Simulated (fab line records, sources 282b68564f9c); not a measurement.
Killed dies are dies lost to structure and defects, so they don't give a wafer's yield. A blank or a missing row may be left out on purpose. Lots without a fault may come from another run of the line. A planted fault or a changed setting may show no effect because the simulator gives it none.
fab line records | flow rit_cmos
record lots=6 wafers=18 last_day=7
route steps=202 shown NLDD@110 PLDD@114 SPACER@125 NSD@131 PSD@142 M1@202
lots that met no fault: from a run of the same line without faults
start_h: hours from the record's first day to the start of the lot's first wafer shown | wait_h: hours since the lot's step before | " the same as in the row above | L1.1+2: a row that stands for several wafers | - no value, or no start given | * or withheld: withheld | < > ~ a bound
route shown NAME@n: a module of which the file shows steps, and the number in the route of the first | usual: mean/standard deviation of fault-free wafers | same: alike in all rows | chamber/n: place in a boat | sites: the reading at each site | _std_site: their standard deviation | _edge_site: outer sites' mean less inner sites' | radius_mm: how far each site lies from the wafer's centre | mask NAME#n: copy n | behind: the tool/chamber that last shaped the wafer | hold: why the lot was held/for how many hours/how that ended | device: the transistor (n, p or np) that didn't switch | end of line: the same wafers' tests at the end of the route | a step without rows: its recipe alone | killed: dies lost to structure and defects at the first sort, not the wafer's yield | map: a wafer's dies, x killed, . not, _ none there
set.NAME: the setting as run; set.NAME@STEP: as run at that earlier step | model.NAME: the simulator's own value behind a step, which no gauge read
lots at some steps of the route; a table a step, a row a wafer
services: from which hour (start_h, from the record's first day; less than 0 if before it) a tool's chamber was out of use, for how many hours, and why
## steps
# step RIT_NLDD_HARDBAKE_07
# recipe resist=NOVOLAK temp_c=140 time_s=60
# step RIT_NLDD_IMPLANT_08
# recipe species=P energy_kev=20 dose_cm2=4.929e+14 tilt_deg=7
# step RIT_NLDD_STRIP_09
# recipe chemistry=O2 time_s=180 resist=NOVOLAK platen_temp_c=withheld power_w=500 pressure_mtorr=4000 o2_flow_sccm=4000
# usual drypump_motor_current_A=5.7/0.45
# columns lot.wafer tool chamber start_h wait_h drypump_motor_current_A rf_hours_counter_h
L608.3 plasma_asher-03 1 54.91 0.1 5.1 -
L608.4 " 0 " " 5.8 -
L608.5 " 0 " " 5.7 -
L616.4 plasma_asher-03 1 91.47 0.1 5.1 -
L616.5 " 0 " " 5.7 -
L616.6 " 1 " " 5.1 -
L623.2 plasma_asher-01 0 131.09 0.1 5.8 54
L623.4 " 0 " " 5.8 -
L623.6 " 0 " " 5.7 -
L624.2 plasma_asher-03 0 141.44 0.1 5.8 40
L624.5 " 0 " " 5.8 -
L624.6 " 1 " " 5.1 -
L626.2 plasma_asher-03 0 149.80 0.1 5.8 41
L626.3 " 1 " " 5.1 -
L626.4 " 0 " " 5.8 -
L627.1 plasma_asher-03 0 155.04 0.1 5.7 42
L627.2 " 1 " " 5.1 42
L627.6 " 1 " " 5.1 -
# step RIT_NLDD_TW_MEAS_10
# usual NLDD_TW=2496/30
# columns lot.wafer tool chamber start_h wait_h NLDD_TW
L608.3 film_metro-01 - 55.05 0.1 2522
L608.4 " - " " 2534
L608.5 " - " " 2514
L616.4 film_metro-03 - 91.61 0.1 2485
L616.5 " - " " 2512
L616.6 " - " " 2495
L623.2 film_metro-01 - 131.28 0.1 2514
L623.4 " - " " 2508
L623.6 " - " " 2517
L624.2 film_metro-04 - 141.63 0.1 2474
L624.5 " - " " 2458
L624.6 " - " " 2464
L626.2 film_metro-03 - 149.99 0.1 2513
L626.3 " - " " 2488
L626.4 " - " " 2505
L627.1 film_metro-04 - 155.22 0.1 2425
L627.2 " - " " 2442
L627.6 " - " " 2444
# step RIT_PLDD_HMDS_00
# recipe prime_time_s=60 prime_temp_c=140
# step RIT_PLDD_COAT_01
# recipe resist=NOVOLAK spin_rpm=3250 resist_thk_nm=1000
# step RIT_PLDD_SOFTBAKE_02
# recipe resist=NOVOLAK temp_c=90.87 time_s=60
# step RIT_PLDD_EXPOSE_03
# recipe mask_id=M8 na=0.57 target_cd_nm=40900 dose_mj=250
# step RIT_PLDD_PEB_04
# recipe resist=NOVOLAK temp_c=withheld time_s=withheld
# step RIT_PLDD_DEVELOP_05
# recipe resist=NOVOLAK develop_time_s=50 dev_temp_c=23
# step RIT_PLDD_OVL_MEAS_06
# usual PLDD_OVL=0.4/1.6
# columns lot.wafer tool chamber start_h wait_h PLDD_OVL[nm]
L608.3 overlay-01 - 55.95 - 2.7
L608.4 " - " " 0.8
L608.5 " - " " 1.0
L616.4 overlay-01 - 92.51 - -3.3
L616.5 " - " " -3.4
L616.6 " - " " -2.5
L623.2 overlay-02 - 132.18 - 0.6
L623.4 " - " " 0.7
L623.6 " - " " 0.5
L624.2 overlay-01 - 142.69 - 3.9
L624.5 " - " " 1.3
L624.6 " - " " -0.2
L626.2 overlay-02 - 150.93 - -0.2
L626.3 " - " " 1.4
L626.4 " - " " 0.9
L627.1 overlay-01 - 156.25 - 0.0
L627.2 " - " " -1.6
L627.6 " - " " 2.0
# step RIT_PLDD_HARDBAKE_07
# recipe resist=NOVOLAK temp_c=140 time_s=60
# step RIT_PLDD_IMPLANT_08
# recipe species=BF2 energy_kev=20 dose_cm2=9e+14 tilt_deg=7
# usual dose_ions_cm2=8.998e+14/9e+11 faraday_current_uA=2817/61
# columns lot.wafer tool chamber start_h wait_h dose_ions_cm2 faraday_current_uA
L608.3 implanter-04 0 56.17 0.1 9e+14 2824
L608.4 " 0 " " 9.014e+14 2773
L608.5 " 0 " " 8.988e+14 2831
L616.4 implanter-02 0 92.75 0.1 8.993e+14 2794
L616.5 " 0 " " 8.985e+14 2855
L616.6 " 0 " " 8.99e+14 2816
L623.2 implanter-02 0 132.39 0.1 8.318e+14 2626
L623.4 " 0 " " 8.326e+14 2627
L623.6 " 0 " " 8.305e+14 2585
L624.2 implanter-02 0 142.89 0.1 8.31e+14 2493
L624.5 " 0 " " 8.301e+14 2588
L624.6 " 0 " " 8.302e+14 2502
L626.2 implanter-04 0 151.23 0.1 8.997e+14 2785
L626.3 " 0 " " 9.002e+14 2730
L626.4 " 0 " " 8.996e+14 2915
L627.1 implanter-04 0 156.44 0.1 8.994e+14 2821
L627.2 " 0 " " 9.009e+14 2837
L627.6 " 0 " " 9.01e+14 2771
# step RIT_PLDD_STRIP_09
# recipe chemistry=O2 time_s=180 resist=NOVOLAK platen_temp_c=withheld power_w=500 pressure_mtorr=4000 o2_flow_sccm=4000
# usual drypump_motor_current_A=5.8/0.59
# columns lot.wafer tool chamber start_h wait_h drypump_motor_current_A rf_hours_counter_h
L608.3 plasma_asher-03 1 56.33 0.1 5.1 -
L608.4 " 0 " " 5.8 -
L608.5 " 1 " " 5.1 -
L616.4 plasma_asher-04 1 92.89 0.1 5.2 -
L616.5 " 0 " " 6.6 -
L616.6 " 1 " " 5.2 -
L623.2 plasma_asher-04 1 132.51 0.1 5.2 1
L623.4 " 1 " " 5.2 -
L623.6 " 1 " " 5.2 -
L624.2 plasma_asher-04 1 143.02 0.1 5.2 2
L624.5 " 1 " " 5.2 -
L624.6 " 0 " " 6.6 -
L626.2 plasma_asher-03 0 151.36 0.1 5.7 41
L626.3 " 0 " " 5.8 -
L626.4 " 1 " " 5.1 -
L627.1 plasma_asher-03 1 156.59 0.1 5.1 42
L627.2 " 0 " " 5.8 42
L627.6 " 1 " " 5.1 -
# step RIT_PLDD_TW_MEAS_10
# usual PLDD_TW=2348/31
# columns lot.wafer tool chamber start_h wait_h PLDD_TW
L608.3 film_metro-04 - 56.47 0.1 2305
L608.4 " - " " 2310
L608.5 " - " " 2312
L616.4 film_metro-04 - 93.03 0.1 2314
L616.5 " - " " 2313
L616.6 " - " " 2319
L623.2 film_metro-01 - 132.70 0.1 2329
L623.4 " - " " 2325
L623.6 " - " " 2340
L624.2 film_metro-04 - 143.20 0.1 2283
L624.5 " - " " 2279
L624.6 " - " " 2290
L626.2 film_metro-01 - 151.54 0.1 2386
L626.3 " - " " 2386
L626.4 " - " " 2390
L627.1 film_metro-03 - 156.76 0.1 2374
L627.2 " - " " 2362
L627.6 " - " " 2364
# step RIT_SPACER_CLEAN_00
# recipe chemistry=SC1 mix=3:3:50 time_s=600 temp_c=75
# step RIT_SPACER_CLEAN_01
# recipe chemistry=dHF dilution=50:1 time_s=28.79
# step RIT_SPACER_CLEAN_02
# recipe chemistry=SC2 mix=3:3:50 time_s=600 temp_c=75 dry=n2_spin
# step RIT_SPACER_CVD_03
# recipe material=Si3N4 target_thk_nm=250 temp_c=810 precursor=SiH2Cl2/NH3 time_s=3300 pressure_mtorr=300 sih2cl2_flow_sccm=60 nh3_flow_sccm=150
# step RIT_SPACER_THK_MEAS_04
# recipe reads=Si3N4_of_SPACER_CVD_03
# usual SPACER_NITRIDE_THK=250.3/2.3
# columns lot.wafer tool chamber start_h wait_h SPACER_NITRIDE_THK[nm]
L608.3 film_metro-03 - 58.84 0.0 250.9
L608.4 " - " " 250.3
L608.5 " - " " 249.4
L616.4 film_metro-02 - 95.38 0.0 252.5
L616.5 " - " " 252.6
L616.6 " - " " 250.2
L623.2 film_metro-02 - 135.68 0.0 254.3
L623.4 " - " " 254.1
L623.6 " - " " 252.4
L624.2 film_metro-02 - 146.50 0.0 251.3
L624.5 " - " " 250.7
L624.6 " - " " 250.6
L626.2 film_metro-02 - 155.23 0.0 253.3
L626.3 " - " " 254.2
L626.4 " - " " 254.6
L627.1 film_metro-02 - 160.17 0.0 251.2
L627.2 " - " " 253.2
L627.6 " - " " 250.9
# step RIT_SPACER_ETCHBACK_05
# recipe target_depth_a=2500 SF6_flow_sccm=30 CHF3_flow_sccm=30 target=Si3N4 chemistry=SF6/CHF3 pressure_mtorr=40 rf_w=250 time_s=240 stop_on=SiO2
# usual CHF3_flow_sccm=30.00/0.1 SF6_flow_sccm=29.99/0.088 drypump_motor_current_A=5.9/0.58 oes_product_au=0.848/0.013 rf_fwd_power_W=249.3/0.78 throttle_valve_pct=10.36/0.13
# columns lot.wafer tool chamber start_h wait_h CHF3_flow_sccm SF6_flow_sccm drypump_motor_current_A oes_product_au rf_fwd_power_W rf_hours_counter_h throttle_valve_pct
L608.3 rie_diel-04 0 58.88 0.0 30.01 30.01 5.5 0.831 249.9 3 10.13
L608.4 " 3 " " 29.96 30.08 6.1 0.869 248.2 52 10.37
L608.5 " 0 " " 29.94 29.85 5.5 0.837 249.0 - 10.11
L616.4 rie_diel-04 1 95.41 0.0 29.87 30.07 5.9 0.852 246.9 0 10.32
L616.5 " 1 " " 29.98 30.07 5.9 0.854 248.2 - 10.34
L616.6 " 2 " " 30.16 30.18 6.4 0.833 249.5 - 10.56
L623.2 rie_diel-01 0 135.73 0.0 30.07 29.90 5.4 0.853 248.7 28 10.54
L623.4 " 1 " " 30.09 30.05 5.3 0.848 250.6 - 10.48
L623.6 " 3 " " 29.92 30.03 6.5 0.873 249.3 - 10.39
L624.2 rie_diel-04 2 146.55 0.0 30.03 29.80 6.4 0.839 248.5 5 10.56
L624.5 " 1 " " 30.01 30.05 5.8 0.848 250.6 - 10.32
L624.6 " 0 " " 29.81 30.04 5.5 0.845 250.6 - 10.13
L626.2 rie_diel-02 2 155.28 0.0 29.99 30.06 6.5 0.858 249.5 10 10.23
L626.3 " 3 " " 30.03 30.01 6.6 0.863 248.9 7 10.38
L626.4 " 1 " " 30.03 29.95 6.2 0.880 248.8 23 10.13
L627.1 rie_diel-01 1 160.23 0.1 30.06 30.00 5.3 0.826 248.3 96 10.44
L627.2 " 0 " " 29.80 29.90 5.4 0.858 251.1 29 10.53
L627.6 " 1 " " 30.11 30.00 5.3 0.833 249.2 - 10.46
# step RIT_NSD_HMDS_00
# recipe prime_time_s=60 prime_temp_c=140
# step RIT_NSD_COAT_01
# recipe resist=NOVOLAK spin_rpm=3250 resist_thk_nm=1000
# step RIT_NSD_SOFTBAKE_02
# recipe resist=NOVOLAK temp_c=90 time_s=60
# step RIT_NSD_EXPOSE_03
# recipe mask_id=M9 na=0.57 target_cd_nm=40700 dose_mj=250
# step RIT_NSD_PEB_04
# recipe resist=NOVOLAK temp_c=withheld time_s=withheld
# step RIT_NSD_DEVELOP_05
# recipe resist=NOVOLAK develop_time_s=50 dev_temp_c=23
# step RIT_NSD_OVL_MEAS_06
# usual NSD_OVL=0.6/1.4
# columns lot.wafer tool chamber start_h wait_h NSD_OVL[nm]
L608.3 overlay-01 - 59.90 - -1.3
L608.4 " - " " -0.6
L608.5 " - " " 0.5
L616.4 overlay-01 - 96.55 - 2.3
L616.5 " - " " 2.5
L616.6 " - " " 2.3
L623.2 overlay-01 - 136.73 - 0.5
L623.4 " - " " -1.2
L623.6 " - " " 1.0
L624.2 overlay-02 - 147.56 - -0.3
L624.5 " - " " 0.2
L624.6 " - " " 1.6
L626.2 overlay-02 - 156.29 - 0.5
L626.3 " - " " 1.1
L626.4 " - " " 0.0
L627.1 overlay-02 - 161.23 - 1.2
L627.2 " - " " 1.8
L627.6 " - " " 2.6
# step RIT_NSD_HARDBAKE_07
# recipe resist=NOVOLAK temp_c=140 time_s=60
# step RIT_NSD_IMPLANT_08
# recipe species=P energy_kev=25 dose_cm2=1e+15 tilt_deg=7
# step RIT_NSD_STRIP_09
# recipe chemistry=O2 time_s=180 resist=NOVOLAK platen_temp_c=withheld power_w=500 pressure_mtorr=4000 o2_flow_sccm=4000
# usual drypump_motor_current_A=5.9/0.48
# columns lot.wafer tool chamber start_h wait_h drypump_motor_current_A rf_hours_counter_h
L608.3 plasma_asher-03 1 60.28 0.1 5.1 -
L608.4 " 0 " " 5.8 -
L608.5 " 1 " " 5.1 -
L616.4 plasma_asher-01 1 96.96 0.1 6.3 -
L616.5 " 1 " " 6.3 -
L616.6 " 0 " " 5.8 -
L623.2 plasma_asher-04 1 137.11 0.1 5.2 2
L623.4 " 0 " " 6.6 -
L623.6 " 0 " " 6.6 -
L624.2 plasma_asher-04 1 147.89 0.1 5.2 3
L624.5 " 1 " " 5.2 -
L624.6 " 0 " " 6.6 -
L626.2 plasma_asher-01 0 156.62 0.1 5.7 56
L626.3 " 0 " " 5.8 -
L626.4 " 1 " " 6.3 -
L627.1 plasma_asher-04 0 161.57 0.1 6.6 4
L627.2 " 1 " " 5.2 4
L627.6 " 0 " " 6.7 -
# step RIT_NSD_TW_MEAS_10
# usual NSD_TW=3139/38
# columns lot.wafer tool chamber start_h wait_h NSD_TW
L608.3 film_metro-01 - 60.41 0.1 3178
L608.4 " - " " 3164
L608.5 " - " " 3172
L616.4 film_metro-04 - 97.11 0.1 3075
L616.5 " - " " 3086
L616.6 " - " " 3092
L623.2 film_metro-03 - 137.29 0.1 3169
L623.4 " - " " 3157
L623.6 " - " " 3145
L624.2 film_metro-04 - 148.08 0.1 3069
L624.5 " - " " 3064
L624.6 " - " " 3062
L626.2 film_metro-04 - 156.80 0.1 3076
L626.3 " - " " 3069
L626.4 " - " " 3063
L627.1 film_metro-01 - 161.74 0.1 3167
L627.2 " - " " 3152
L627.6 " - " " 3181
# step RIT_PSD_HMDS_00
# recipe prime_time_s=60 prime_temp_c=140
# step RIT_PSD_COAT_01
# recipe resist=NOVOLAK spin_rpm=3250 resist_thk_nm=1000
# step RIT_PSD_SOFTBAKE_02
# recipe resist=NOVOLAK temp_c=90 time_s=60
# step RIT_PSD_EXPOSE_03
# recipe mask_id=M10 na=0.57 target_cd_nm=40900 dose_mj=250
# step RIT_PSD_PEB_04
# recipe resist=NOVOLAK temp_c=withheld time_s=withheld
# step RIT_PSD_DEVELOP_05
# recipe resist=NOVOLAK develop_time_s=50 dev_temp_c=23
# step RIT_PSD_OVL_MEAS_06
# usual PSD_OVL=0.1/1.4
# columns lot.wafer tool chamber start_h wait_h PSD_OVL[nm]
L608.3 overlay-01 - 61.32 - 2.5
L608.4 " - " " 1.7
L608.5 " - " " 1.6
L616.4 overlay-02 - 98.13 - 1.0
L616.5 " - " " -0.9
L616.6 " - " " 0.8
L623.2 overlay-02 - 138.32 - 0.4
L623.4 " - " " -0.4
L623.6 " - " " 0.7
L624.2 overlay-02 - 148.98 - 0.1
L624.5 " - " " 1.9
L624.6 " - " " 1.2
L626.2 overlay-02 - 157.83 - -1.9
L626.3 " - " " -0.3
L626.4 " - " " -2.3
L627.1 overlay-02 - 162.78 - -0.8
L627.2 " - " " -0.1
L627.6 " - " " -0.2
# step RIT_PSD_HARDBAKE_07
# recipe resist=NOVOLAK temp_c=140 time_s=60
# step RIT_PSD_IMPLANT_08
# recipe species=BF2 energy_kev=27 dose_cm2=5e+15 tilt_deg=7
# step RIT_PSD_STRIP_09
# recipe chemistry=O2 time_s=180 resist=NOVOLAK platen_temp_c=withheld power_w=500 pressure_mtorr=4000 o2_flow_sccm=4000
# usual drypump_motor_current_A=5.9/0.6
# columns lot.wafer tool chamber start_h wait_h drypump_motor_current_A rf_hours_counter_h
L608.3 plasma_asher-02 0 61.70 0.1 5.4 -
L608.4 " 1 " " 6.4 -
L608.5 " 1 " " 6.5 -
L616.4 plasma_asher-04 0 98.51 0.1 6.6 -
L616.5 " 0 " " 6.6 -
L616.6 " 1 " " 5.2 -
L623.2 plasma_asher-02 0 138.65 0.1 5.4 33
L623.4 " 0 " " 5.4 -
L623.6 " 1 " " 6.5 -
L624.2 plasma_asher-02 0 149.31 0.1 5.4 34
L624.5 " 0 " " 5.4 -
L624.6 " 1 " " 6.5 -
L626.2 plasma_asher-02 1 158.16 0.1 6.5 35
L626.3 " 0 " " 5.4 -
L626.4 " 1 " " 6.5 -
L627.1 plasma_asher-04 1 163.11 0.1 5.2 4
L627.2 " 0 " " 6.6 4
L627.6 " 1 " " 5.2 -
# step RIT_SDANNEAL_RS_MEAS_06
# recipe thk_meas_gauge=four-point-probe
# usual PLDD_RS=178.9/0.45
# columns lot.wafer tool chamber start_h wait_h PLDD_RS[ohm/sq]
L608.3 film_metro-03 - 62.61 0.1 179.2
L608.4 " - " " 179.7
L608.5 " - " " 180.0
L616.4 film_metro-03 - 99.41 0.1 178.3
L616.5 " - " " 179.1
L616.6 " - " " 179.0
L623.2 film_metro-04 - 139.57 0.1 186.7
L623.4 " - " " 185.9
L623.6 " - " " 186.2
L624.2 film_metro-01 - 150.23 0.1 186.1
L624.5 " - " " 186.4
L624.6 " - " " 185.6
L626.2 film_metro-03 - 159.08 0.1 178.1
L626.3 " - " " 178.7
L626.4 " - " " 178.2
L627.1 film_metro-03 - 164.01 0.1 178.3
L627.2 " - " " 178.5
L627.6 " - " " 178.6
# step RIT_M1_PROBE_99
# usual killed_at_contacts=0.1/0.3 killed_at_front_end=6.5/2.9 killed_dies=6.6/3 killed_open=3.3/2 killed_short=3.3/1.9
# same gross_dies=264 killed_at_M0_to_M3=0 killed_at_M4_up=0 killed_at_back_side=0 killed_at_other=0
# columns lot.wafer tool chamber start_h wait_h killed_at_contacts killed_at_front_end killed_dies killed_open killed_short
L608.3 prober-01 - 70.58 0.2 0 7 7 2 5
L608.4 prober-01 - 70.63 0.2 0 4 4 2 2
L608.5 prober-01 - 70.68 0.2 0 7 7 2 5
L616.4 prober-01 - 106.77 0.2 0 3 3 1 2
L616.5 prober-01 - 106.82 0.2 0 3 3 3 0
L616.6 prober-01 - 106.87 0.2 0 5 5 1 4
L623.2 prober-02 - 150.10 0.1 0 8 8 6 2
L623.4 prober-02 - 150.20 0.2 0 5 5 4 1
L623.6 prober-02 - 150.30 0.2 0 10 10 3 7
L624.2 prober-01 - 159.41 0.1 0 2 2 1 1
L624.5 prober-01 - 159.56 0.2 1 2 3 1 2
L624.6 prober-01 - 159.61 0.2 0 4 4 2 2
L626.2 prober-01 - 166.97 0.1 0 7 7 3 4
L626.3 prober-01 - 167.02 0.2 0 8 8 4 4
L626.4 prober-01 - 167.07 0.2 0 7 7 5 2
L627.1 prober-02 - 171.43 0.1 0 10 10 6 4
L627.2 prober-02 - 171.48 0.1 1 4 5 1 4
L627.6 prober-02 - 171.68 0.2 0 5 5 4 1
# killed by level:class
L608.3 SPACER:geometric_particle:short=3 GATE:geometric_particle:short=2 FOX1:geometric_particle:open=1 GATE:geometric_particle:open=1
L608.4 FOX1:geometric_particle:short=1 FOX1:geometric_particle:open=1 REOX:geometric_particle:open=1 SILICIDE:geometric_particle:short=1
L608.5 GATE:geometric_particle:short=3 FOX1:geometric_particle:short=1 REOX:geometric_particle:open=1 SPACER:geometric_particle:open=1 SILICIDE:geometric_particle:short=1
L616.4 GATE:geometric_particle:short=1 GATE:geometric_particle:open=1 SILICIDE:geometric_particle:short=1
L616.5 GATE:geometric_particle:open=2 FOX1:geometric_particle:open=1
L616.6 REOX:geometric_particle:short=2 FOX1:geometric_particle:short=1 SILICIDE:geometric_particle:short=1 SILICIDE:geometric_particle:open=1
L623.2 REOX:geometric_particle:open=3 GATE:geometric_particle:open=2 FOX2:geometric_particle:short=1 FOX2:geometric_particle:open=1 REOX:geometric_particle:short=1
L623.4 SPACER:geometric_particle:open=2 FOX1:geometric_particle:short=1 GATE:geometric_particle:open=1 REOX:geometric_particle:open=1
L623.6 FOX2:geometric_particle:short=2 GATE:geometric_particle:open=2 FOX1:geometric_particle:short=1 GATE:geometric_particle:short=1 REOX:geometric_particle:short=1 REOX:geometric_particle:open=1 SPACER:geometric_particle:short=1 SILICIDE:geometric_particle:short=1
L624.2 GATE:geometric_particle:open=1 GATE:geometric_particle:short=1
L624.5 FOX2:geometric_particle:short=1 REOX:geometric_particle:short=1 CONTACT:geometric_particle:open=1
L624.6 GATE:geometric_particle:short=1 SPACER:geometric_particle:open=1 SILICIDE:geometric_particle:open=1 SILICIDE:geometric_particle:short=1
L626.2 GATE:geometric_particle:short=2 FOX1:geometric_particle:open=1 FOX1:geometric_particle:short=1 FOX2:geometric_particle:open=1 GATE:geometric_particle:open=1 SPACER:geometric_particle:short=1
L626.3 SILICIDE:geometric_particle:short=2 SPACER:geometric_particle:open=2 SILICIDE:geometric_particle:open=2 GATE:geometric_particle:short=1 SPACER:geometric_particle:short=1
L626.4 GATE:geometric_particle:open=3 FOX1:geometric_particle:open=1 GATE:geometric_particle:short=1 SPACER:geometric_particle:short=1 SPACER:geometric_particle:open=1
L627.1 FOX1:geometric_particle:open=2 GATE:geometric_particle:short=2 GATE:geometric_particle:open=2 REOX:geometric_particle:open=2 SPACER:geometric_particle:short=2
L627.2 GATE:geometric_particle:short=3 SPACER:geometric_particle:short=1 CONTACT:geometric_particle:open=1
L627.6 GATE:geometric_particle:open=3 FOX1:geometric_particle:open=1 SILICIDE:geometric_particle:short=1
## services
# columns tool chamber start_h hours kind
rie_diel-02 1 36.91 5.5 repair
rie_diel-02 0 38.50 2.1 repair
rie_diel-04 - 67.33 4.4 repair
implanter-02 - 67.45 3.0 pm
rie_diel-04 1 74.43 - clean
rie_diel-04 1 74.43 15.8 scheduled_down
rie_diel-04 1 74.43 15.8 vent_cycle
plasma_asher-04 - 108.75 9.0 pm
plasma_asher-04 0 108.75 9.0 vent_cycle
plasma_asher-04 1 108.75 9.0 vent_cycle
plasma_asher-04 0 117.75 - clean
plasma_asher-04 1 117.75 - clean
rie_diel-02 1 120.10 5.9 repair
rie_diel-01 2 134.55 - clean
rie_diel-01 2 134.55 22.2 scheduled_down
rie_diel-01 2 134.55 22.2 vent_cycle
implanter-04 - 152.88 2.5 pm
rie_diel-04 0 155.56 5.7 repair
implanter-02 - 158.56 2.1 repair
rie_diel-02 0 162.70 20.9 repair
## key
first_sign step=RIT_PLDD_IMPLANT_08 reading=dose_ions_cm2 direction=down sigmas=77 usual=8.998e+14 struck=8.31e+14
effect step=RIT_PLDD_IMPLANT_08 reading=faraday_current_uA direction=down sigmas=4.1 usual=2817 struck=2570
effect step=RIT_SDANNEAL_RS_MEAS_06 reading=PLDD_RS direction=up sigmas=16 usual=178.9 struck=186.1
met_at RIT_PLDD_IMPLANT_08
struck_wafers L623.2,L623.4,L623.6,L624.2,L624.5,L624.6
tester_left_out L623,L624
onset_between 92.75 132.39
fault kind=process_parameter_drift tool=implanter-02 chamber=- onset_h=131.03 steps=RIT_PLDD_IMPLANT_08 channel=dose_cm2 offset=-6.9172e+13 shape=step end_h=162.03 acts_in=these_recipes_only stated=9e+14
# tester_left_out: of these lots the tester's yield and bins aren't shown, on N5 and GAA mostly nor the transistor test; their killed dies are dies lost to structure and defects alone, not to doping, threshold or leakage, so they don't give the yield
